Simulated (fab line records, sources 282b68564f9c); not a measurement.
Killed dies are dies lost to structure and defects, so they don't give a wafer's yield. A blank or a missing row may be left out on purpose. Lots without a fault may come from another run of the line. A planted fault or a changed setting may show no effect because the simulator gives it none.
fab line records | flow rit_cmos
record lots=7 wafers=21 last_day=7
route steps=202 shown GATE@93 REOX@98 NLDD@103 M1@202
lots that met no fault: from a run of the same line without faults
start_h: hours from the record's first day to the start of the lot's first wafer shown | wait_h: hours since the lot's step before | " the same as in the row above | L1.1+2: a row that stands for several wafers | - no value, or no start given | * or withheld: withheld | < > ~ a bound
route shown NAME@n: a module of which the file shows steps, and the number in the route of the first | usual: mean/standard deviation of fault-free wafers | same: alike in all rows | chamber/n: place in a boat | sites: the reading at each site | _std_site: their standard deviation | _edge_site: outer sites' mean less inner sites' | radius_mm: how far each site lies from the wafer's centre | mask NAME#n: copy n | behind: the tool/chamber that last shaped the wafer | hold: why the lot was held/for how many hours/how that ended | device: the transistor (n, p or np) that didn't switch | end of line: the same wafers' tests at the end of the route | a step without rows: its recipe alone | killed: dies lost to structure and defects at the first sort, not the wafer's yield | map: a wafer's dies, x killed, . not, _ none there
set.NAME: the setting as run; set.NAME@STEP: as run at that earlier step | model.NAME: the simulator's own value behind a step, which no gauge read
lots at some steps of the route; a table a step, a row a wafer
services: from which hour (start_h, from the record's first day; less than 0 if before it) a tool's chamber was out of use, for how many hours, and why
## steps
# step RIT_GATE_OVL_MEAS_17
# usual GATE_OVL=0.4/1.3
# columns lot.wafer tool chamber start_h wait_h GATE_OVL[nm]
L807.2 overlay-02 - 43.56 0.1 -0.1
L807.5 " - " " -0.7
L807.6 " - " " -0.8
L809.1 overlay-01 - 54.89 0.1 -0.4
L809.2 " - " " -1.0
L809.6 " - " " -0.7
L810.1 overlay-02 - 57.58 0.1 -2.6
L810.3 " - " " -0.9
L810.5 " - " " -1.6
L811.3 overlay-01 - 69.08 0.1 0.5
L811.4 " - " " -0.2
L811.6 " - " " -0.2
L820.1 overlay-02 - 109.47 0.1 0.6
L820.2 " - " " 3.0
L820.4 " - " " 0.4
L823.3 overlay-01 - 122.88 0.1 -0.5
L823.4 " - " " -0.1
L823.5 " - " " 0.3
L827.1 overlay-02 - 143.37 0.1 -2.6
L827.5 " - " " -1.4
L827.6 " - " " -3.7
# step RIT_GATE_HARDBAKE_18
# recipe resist=NOVOLAK temp_c=140 time_s=60
# step RIT_GATE_ETCH_19
# recipe chemistry=SF6/CHF3/O2 time_s=165 SF6_flow_sccm=30 CHF3_flow_sccm=30 O2_flow_sccm=5 target=poly-Si pressure_mtorr=40 rf_w=163 target_depth_a=3125 over_etch_frac=0.25 stop_on=SiO2
# usual SF6_flow_sccm=29.98/0.087 drypump_motor_current_A=6.0/0.45 oes_product_au=0.842/0.018 throttle_valve_pct=10.23/0.17
# columns lot.wafer tool chamber start_h wait_h SF6_flow_sccm drypump_motor_current_A oes_product_au rf_hours_counter_h throttle_valve_pct
L807.2 rie_si-02 3 43.74 0.1 30.04 5.5 0.813 106 10.41
L807.5 " 2 " " 29.93 6.5 0.809 - 10.52
L807.6 " 3 " " 29.91 5.5 0.818 - 10.39
L809.1 rie_si-02 3 55.07 0.1 29.97 5.5 0.819 106 10.41
L809.2 " 1 " " 29.98 5.8 0.863 115 10.22
L809.6 " 3 " " 29.98 5.5 0.827 - 10.41
L810.1 rie_si-01 2 57.77 0.1 30.05 6.3 0.841 101 10.31
L810.3 " 0 " " 30.06 6.1 0.837 110 10.13
L810.5 " 0 " " 30.00 6.1 0.844 - 10.11
L811.3 rie_si-02 3 69.25 0.1 30.15 5.5 0.812 106 10.40
L811.4 " 1 " " 30.09 5.8 0.852 115 10.25
L811.6 " 1 " " 30.06 5.8 0.862 - 10.24
L820.1 rie_si-01 2 109.66 0.1 29.83 6.4 0.861 102 10.31
L820.2 " 1 " " 29.97 6.5 0.869 2 9.96
L820.4 " 3 " " 29.86 5.7 0.869 110 10.24
L823.3 rie_si-02 0 123.05 0.1 30.10 5.4 0.825 48 10.05
L823.4 " 3 " " 30.15 5.5 0.823 106 10.41
L823.5 " 2 " " 30.07 6.6 0.819 - 10.52
L827.1 rie_si-02 2 143.55 0.1 29.80 6.6 0.829 29 10.51
L827.5 " 1 " " 30.03 5.8 0.869 - 10.24
L827.6 " 0 " " 30.00 5.3 0.825 - 10.05
# step RIT_GATE_STRIP_20
# recipe chemistry=O2 time_s=180 resist=NOVOLAK platen_temp_c=withheld power_w=500 pressure_mtorr=4000 o2_flow_sccm=4000
# usual drypump_motor_current_A=5.3/0.4
# columns lot.wafer tool chamber start_h wait_h drypump_motor_current_A rf_hours_counter_h
L807.2 plasma_asher-01 1 43.85 0.1 4.8 41
L807.5 " 1 " " 4.8 -
L807.6 " 0 " " 5.4 -
L809.1 plasma_asher-03 0 55.18 0.1 5.0 44
L809.2 " 1 " " 5.9 44
L809.6 " 1 " " 5.9 -
L810.1 plasma_asher-04 0 57.87 0.1 5.6 22
L810.3 " 1 " " 5.5 -
L810.5 " 1 " " 5.5 -
L811.3 plasma_asher-01 0 69.42 0.1 5.4 -
L811.4 " 1 " " 4.8 -
L811.6 " 1 " " 4.8 -
L820.1 plasma_asher-04 1 109.77 0.1 5.5 26
L820.2 " 0 " " 5.6 26
L820.4 " 1 " " 5.5 -
L823.3 plasma_asher-01 0 123.22 0.1 5.4 -
L823.4 " 1 " " 4.8 -
L823.5 " 0 " " 5.4 -
L827.1 plasma_asher-03 0 143.66 0.1 5.0 53
L827.5 " 0 " " 5.0 -
L827.6 " 1 " " 5.9 -
# step RIT_GATE_CD_MEAS_90
# recipe target_cd_nm=150
# usual cd_nm=149.5/2.7
# columns lot.wafer tool chamber start_h wait_h cd_nm
L807.2 cd_sem-02 - 44.04 0.1 148.8
L807.5 " - " " 150.8
L807.6 " - " " 151.8
L809.1 cd_sem-02 - 55.36 0.1 153.0
L809.2 " - " " 154.4
L809.6 " - " " 152.0
L810.1 cd_sem-01 - 58.05 0.1 150.4
L810.3 " - " " 151.0
L810.5 " - " " 152.1
L811.3 cd_sem-02 - 69.58 0.1 152.7
L811.4 " - " " 154.2
L811.6 " - " " 153.1
L820.1 cd_sem-02 - 109.94 0.1 148.4
L820.2 " - " " 148.1
L820.4 " - " " 147.6
L823.3 cd_sem-01 - 123.38 0.1 150.5
L823.4 " - " " 150.0
L823.5 " - " " 151.5
L827.1 cd_sem-01 - 143.84 0.1 151.8
L827.5 " - " " 151.3
L827.6 " - " " 154.3
# step RIT_REOX_CLEAN_00
# recipe chemistry=SC1 mix=3:3:50 time_s=600 temp_c=75
# step RIT_REOX_CLEAN_01
# recipe chemistry=dHF dilution=50:1 time_s=30
# step RIT_REOX_CLEAN_02
# recipe chemistry=SC2 mix=3:3:50 time_s=600 temp_c=75 dry=n2_spin
# step RIT_REOX_OXIDATION_03
# recipe temp_c=900 ambient=O2 target_thk_a=252 ox_time_s=5580
# step RIT_REOX_THK_MEAS_04
# recipe reads=SiO2_of_REOX_OXIDATION_03
# usual REOX_OXIDE_THK=25.2/0.51
# columns lot.wafer tool chamber start_h wait_h REOX_OXIDE_THK[nm]
L807.2 film_metro-01 - 47.07 0.0 25.1
L807.5 " - " " 24.9
L807.6 " - " " 25.0
L809.1 film_metro-01 - 59.71 0.0 25.0
L809.2 " - " " 24.5
L809.6 " - " " 24.6
L810.1 film_metro-01 - 61.66 0.0 24.9
L810.3 " - " " 25.2
L810.5 " - " " 24.9
L811.3 film_metro-04 - 72.59 0.0 25.3
L811.4 " - " " 24.9
L811.6 " - " " 25.6
L820.1 film_metro-01 - 112.98 0.0 25.0
L820.2 " - " " 24.7
L820.4 " - " " 24.6
L823.3 film_metro-01 - 126.43 0.0 24.8
L823.4 " - " " 24.6
L823.5 " - " " 24.7
L827.1 film_metro-02 - 147.41 0.0 25.4
L827.5 " - " " 25.0
L827.6 " - " " 24.9
# step RIT_NLDD_HMDS_00
# recipe prime_time_s=60 prime_temp_c=140
# step RIT_NLDD_COAT_01
# recipe resist=NOVOLAK spin_rpm=3250 resist_thk_nm=1000
# step RIT_NLDD_SOFTBAKE_02
# recipe resist=NOVOLAK temp_c=90 time_s=60
# usual heater_power_total_W=34.56/0.051 plate_temp_C=90.01/0.13
# columns lot.wafer tool chamber start_h wait_h heater_power_total_W plate_temp_C model.NOVOLAK_of_NLDD_COAT_01.thk_nm
L807.2 litho_track-03 0 47.44 0.1 34.59 90.16 1001
L807.5 " 0 " " 34.56 89.98 999.9
L807.6 " 0 " " 34.60 89.95 996
L809.1 litho_track-03 0 60.07 0.1 36.65 93.88 990
L809.2 " 0 " " 36.73 94.00 990
L809.6 " 0 " " 36.69 94.11 992.2
L810.1 litho_track-03 0 62.02 0.1 36.66 94.04 992
L810.3 " 0 " " 36.71 93.69 991.4
L810.5 " 0 " " 36.70 93.81 988.6
L811.3 litho_track-03 0 72.98 0.1 36.72 93.91 991
L811.4 " 0 " " 36.72 93.89 991.6
L811.6 " 0 " " 36.73 93.71 992.1
L820.1 litho_track-04 0 113.34 0.1 34.56 89.74 1004
L820.2 " 0 " " 34.53 89.92 1001
L820.4 " 0 " " 34.60 89.77 999.1
L823.3 litho_track-04 0 126.82 0.1 34.49 89.91 998.3
L823.4 " 0 " " 34.58 90.05 1002
L823.5 " 0 " " 34.50 90.04 1004
L827.1 litho_track-03 0 147.77 0.1 34.61 90.07 1001
L827.5 " 0 " " 34.61 90.02 1003
L827.6 " 0 " " 34.49 90.04 1006
# step RIT_NLDD_EXPOSE_03
# recipe mask_id=M7 na=0.57 target_cd_nm=40700 dose_mj=250
# step RIT_NLDD_PEB_04
# recipe resist=NOVOLAK temp_c=withheld time_s=withheld
# step RIT_NLDD_DEVELOP_05
# recipe resist=NOVOLAK develop_time_s=50 dev_temp_c=23
# columns lot.wafer tool chamber start_h wait_h model.NOVOLAK_of_NLDD_COAT_01.thk_nm
L807.2 litho_track-04 0 - - 1001
L807.5 " 0 " " 999.6
L807.6 " 0 " " 995.7
L809.1 litho_track-03 0 - - 989.7
L809.2 " 0 " " 989.6
L809.6 " 0 " " 991.8
L810.1 litho_track-01 0 - - 991.7
L810.3 " 0 " " 991
L810.5 " 0 " " 988.3
L811.3 litho_track-04 0 - - 990.7
L811.4 " 0 " " 991.3
L811.6 " 0 " " 991.8
L820.1 litho_track-03 0 - - 1003
L820.2 " 0 " " 1001
L820.4 " 0 " " 998.8
L823.3 litho_track-04 0 - - 997.9
L823.4 " 0 " " 1001
L823.5 " 0 " " 1004
L827.1 litho_track-01 0 - - 1001
L827.5 " 0 " " 1003
L827.6 " 0 " " 1006
# step RIT_NLDD_OVL_MEAS_06
# usual NLDD_OVL=0.2/1.3
# columns lot.wafer tool chamber start_h wait_h NLDD_OVL[nm]
L807.2 overlay-01 - 47.98 - -0.3
L807.5 " - " " -0.8
L807.6 " - " " -1.1
L809.1 overlay-02 - 60.62 - -0.2
L809.2 " - " " 0.6
L809.6 " - " " -1.4
L810.1 overlay-01 - 62.70 - 0.8
L810.3 " - " " 1.3
L810.5 " - " " 1.6
L811.3 overlay-01 - 73.62 - 0.5
L811.4 " - " " 1.4
L811.6 " - " " -1.2
L820.1 overlay-02 - 113.89 - 2.9
L820.2 " - " " 3.6
L820.4 " - " " 1.8
L823.3 overlay-02 - 127.69 - 0.3
L823.4 " - " " 1.2
L823.5 " - " " 0.9
L827.1 overlay-02 - 148.44 - -1.0
L827.5 " - " " -1.1
L827.6 " - " " -1.3
# step RIT_M1_PROBE_99
# usual killed_at_contacts=0.0/0.2 killed_at_front_end=6.6/2.9 killed_dies=6.6/3 killed_open=3.4/2 killed_short=3.2/2
# same gross_dies=264 killed_at_M0_to_M3=0 killed_at_M4_up=0 killed_at_back_side=0 killed_at_other=0
# columns lot.wafer tool chamber start_h wait_h killed_at_contacts killed_at_front_end killed_dies killed_open killed_short
L807.2 prober-02 - 63.62 0.1 0 6 6 3 3
L807.5 prober-02 - 63.77 0.2 0 4 4 2 2
L807.6 prober-02 - 63.82 0.2 0 7 7 4 3
L809.1 prober-01 - 76.55 0.1 0 11 11 6 5
L809.2 prober-01 - 76.60 0.1 0 2 2 2 0
L809.6 prober-01 - 76.80 0.2 0 5 5 2 3
L810.1 prober-02 - 78.77 0.1 0 5 5 2 3
L810.3 prober-02 - 78.87 0.2 0 4 4 3 1
L810.5 prober-02 - 78.97 0.2 0 7 7 2 5
L811.3 prober-01 - 89.39 0.2 0 7 7 4 3
L811.4 prober-01 - 89.44 0.2 0 5 5 5 0
L811.6 prober-01 - 89.54 0.2 1 14 15 10 5
L820.1 prober-02 - 130.19 0.1 0 3 3 1 2
L820.2 prober-02 - 130.24 0.1 0 8 8 2 6
L820.4 prober-02 - 130.34 0.2 0 1 1 0 1
L823.3 prober-01 - 143.64 0.2 0 7 7 2 5
L823.4 prober-01 - 143.69 0.2 0 7 7 5 2
L823.5 prober-01 - 143.74 0.2 0 9 9 5 4
L827.1 prober-01 - 164.49 0.1 0 3 3 1 2
L827.5 prober-01 - 164.69 0.2 0 11 11 5 6
L827.6 prober-01 - 164.74 0.2 0 3 3 1 2
# killed by level:class
L807.2 FOX1:geometric_particle:open=1 GATE:geometric_particle:short=1 SPACER:geometric_particle:open=1 SPACER:geometric_particle:short=1 SILICIDE:geometric_particle:open=1 SILICIDE:geometric_particle:short=1
L807.5 FOX1:geometric_particle:open=2 GATE:geometric_particle:short=2
L807.6 FOX1:geometric_particle:open=2 GATE:geometric_particle:short=2 FOX1:geometric_particle:short=1 FOX2:geometric_particle:open=1 SPACER:geometric_particle:open=1
L809.1 GATE:geometric_particle:short=3 SPACER:geometric_particle:open=3 FOX1:geometric_particle:short=1 FOX2:geometric_particle:open=1 GATE:geometric_particle:open=1 REOX:geometric_particle:open=1 SILICIDE:geometric_particle:short=1
L809.2 FOX1:geometric_particle:open=1 GATE:geometric_particle:open=1
L809.6 FOX1:geometric_particle:open=1 GATE:geometric_particle:short=1 REOX:geometric_particle:short=1 SPACER:geometric_particle:open=1 SPACER:geometric_particle:short=1
L810.1 GATE:geometric_particle:short=2 FOX1:geometric_particle:short=1 GATE:geometric_particle:open=1 REOX:geometric_particle:open=1
L810.3 FOX2:geometric_particle:open=2 ACTIVE:geometric_particle:short=1 GATE:geometric_particle:open=1
L810.5 GATE:geometric_particle:short=2 FOX1:geometric_particle:short=1 FOX2:geometric_particle:open=1 GATE:geometric_particle:open=1 SPACER:geometric_particle:short=1 SILICIDE:geometric_particle:short=1
L811.3 FOX1:geometric_particle:open=1 FOX2:geometric_particle:short=1 GATE:geometric_particle:short=1 GATE:geometric_particle:open=1 REOX:geometric_particle:open=1 SPACER:geometric_particle:open=1 SILICIDE:geometric_particle:short=1
L811.4 GATE:geometric_particle:open=3 FOX1:geometric_particle:open=1 SPACER:geometric_particle:open=1
L811.6 GATE:geometric_particle:open=4 FOX1:geometric_particle:short=2 REOX:geometric_particle:open=2 SPACER:geometric_particle:open=2 SPACER:geometric_particle:short=2 FOX1:geometric_particle:open=1 REOX:geometric_particle:short=1 CONTACT:geometric_particle:open=1
L820.1 FOX1:geometric_particle:short=1 REOX:geometric_particle:open=1 REOX:geometric_particle:short=1
L820.2 GATE:geometric_particle:short=2 SPACER:geometric_particle:short=2 SILICIDE:geometric_particle:short=2 FOX1:geometric_particle:open=1 GATE:geometric_particle:open=1
L820.4 REOX:geometric_particle:short=1
L823.3 GATE:geometric_particle:short=4 GATE:geometric_particle:open=1 REOX:geometric_particle:short=1 SILICIDE:geometric_particle:open=1
L823.4 GATE:geometric_particle:open=3 FOX1:geometric_particle:short=1 REOX:geometric_particle:open=1 SILICIDE:geometric_particle:open=1 SILICIDE:geometric_particle:short=1
L823.5 GATE:geometric_particle:open=4 FOX1:geometric_particle:short=2 REOX:geometric_particle:short=1 REOX:geometric_particle:open=1 SILICIDE:geometric_particle:short=1
L827.1 FOX1:geometric_particle:short=1 GATE:geometric_particle:open=1 SPACER:geometric_particle:short=1
L827.5 GATE:geometric_particle:open=3 GATE:geometric_particle:short=2 REOX:geometric_particle:open=2 SPACER:geometric_particle:short=2 FOX1:geometric_particle:short=1 SILICIDE:geometric_particle:short=1
L827.6 FOX1:geometric_particle:short=1 GATE:geometric_particle:short=1 GATE:geometric_particle:open=1
## services
# columns tool chamber start_h hours kind
rie_si-01 0 28.44 3.5 repair
plasma_asher-04 - 33.20 1.2 repair
rie_si-01 - 39.48 0.4 repair
rie_si-02 1 41.26 5.3 repair
plasma_asher-03 - 68.20 8.0 repair
plasma_asher-04 - 69.16 10.0 pm
plasma_asher-01 - 90.33 1.3 repair
plasma_asher-04 - 95.39 2.0 repair
## key
first_sign step=RIT_NLDD_SOFTBAKE_02 reading=heater_power_total_W direction=up sigmas=42 usual=34.56 struck=36.70
effect step=RIT_NLDD_SOFTBAKE_02 reading=plate_temp_C direction=up sigmas=29 usual=* struck=*
model_effect step=RIT_NLDD_SOFTBAKE_02 value=NOVOLAK_of_NLDD_COAT_01.thk_nm without=1001 struck=991
model_effect step=RIT_NLDD_DEVELOP_05 value=NOVOLAK_of_NLDD_COAT_01.thk_nm without=1001 struck=990.7
met_at RIT_NLDD_SOFTBAKE_02
struck_wafers L809.1,L809.2,L809.6,L810.1,L810.3,L810.5,L811.3,L811.4,L811.6
tester_left_out L809,L810,L811
onset_between 47.44 60.07
fault kind=process_parameter_drift tool=litho_track-03 chamber=- onset_h=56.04 steps=RIT_NLDD_SOFTBAKE_02 channel=temp_c offset=* shape=step end_h=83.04 acts_in=* stated=*
# tester_left_out: of these lots the tester's yield and bins aren't shown, on N5 and GAA mostly nor the transistor test; their killed dies are dies lost to structure and defects alone, not to doping, threshold or leakage, so they don't give the yield
